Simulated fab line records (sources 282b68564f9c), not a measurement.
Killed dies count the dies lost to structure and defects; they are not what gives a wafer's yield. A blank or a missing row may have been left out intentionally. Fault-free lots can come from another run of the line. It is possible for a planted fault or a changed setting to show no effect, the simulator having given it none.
Struck lot and sound lot, side by side -- flow rit-cmos -- 14 out of 202 route steps
Sound: wafers L214.1, L214.3, L214.4. Wafers struck: L221.2, L221.3, L221.5. Last of all comes the cause.
Each step with rows lists, per side, the tool, then ch with its chambers, then its first start. Under that, the readings that differ: sound wafers -- struck wafers -- difference of the means -- sigmas: that difference in standard deviations of wafers without a fault.
alike: readings whose means differ by less than 2 such deviations, and words and numbers that are the same on both sides. not compared: withheld readings, readings that some wafer has no value for, bounds like >300 that may hide the same value, and numbers for which the record gives no deviation and whose values overlap.
A row with sigmas, a row that says differs or no value, or rows on one side alone: a step with any of these is where the two part. When numbers do not overlap yet have no deviation, they are printed without sigmas and do not part them. A reading that every wafer of one side lacks parts them only if that side has two wafers or more.

first, 2 steps without rows for these wafers: RIT_NRETRO_PEB_04; RIT_NRETRO_DEVELOP_05 (develop time 68 s).
RIT_NRETRO_OVL_MEAS_06:
  struck on overlay-01, day 4 06:50; sound on overlay-01, day 2 19:06
  alike: NRETRO_OVL
then, 2 steps without rows for these wafers: RIT_NRETRO_HARDBAKE_07 (time 120 s); RIT_NRETRO_IMPLANT_08.
RIT_NRETRO_STRIP_09: strips in O2, time 180 s.
  sound on plasma-asher-01 ch 0,1, day 2 19:32; struck on plasma-asher-04 ch 0,1, day 4 07:16
  alike: drypump-motor-current-A
  not compared: rf-hours-counter-h
RIT_NRETRO_TW_MEAS_10:
  struck on film-metro-04, day 4 07:26; sound on film-metro-03, day 2 19:43
  alike: NRETRO_TW
then, 5 steps without rows for these wafers: RIT_PRETRO_HMDS_00 (prime time 60 s); RIT_PRETRO_COAT_01 (resist thk 1300 nm); RIT_PRETRO_SOFTBAKE_02 (time 60 s); RIT_PRETRO_EXPOSE_03 (exposes mask M5, target cd 43700 nm); RIT_PRETRO_PEB_04.
RIT_PRETRO_DEVELOP_05: develop time 68 s.
  struck on litho-track-01, day 4 08:00; sound on litho-track-04 ch 0, day 2 20:00
  no value came back on the struck wafers for chill-plate-temp-C (C), develop-time-s (s); on the sound wafers chill-plate-temp-C (C) reads 23.22 23.00 22.83
RIT_PRETRO_OVL_MEAS_06:
  struck on overlay-02, day 4 08:30; sound on overlay-01, day 2 20:47
reading,sound,struck,difference,sigmas
PRETRO_OVL (nm),0.6 0.5 1.9,- - -,no value on the struck wafers,

## WHERE THEY PART
Last at RIT_PRETRO_OVL_MEAS_06 as far as this record goes, first at RIT_PRETRO_DEVELOP_05.

WHY: whatever the simulator had introduced
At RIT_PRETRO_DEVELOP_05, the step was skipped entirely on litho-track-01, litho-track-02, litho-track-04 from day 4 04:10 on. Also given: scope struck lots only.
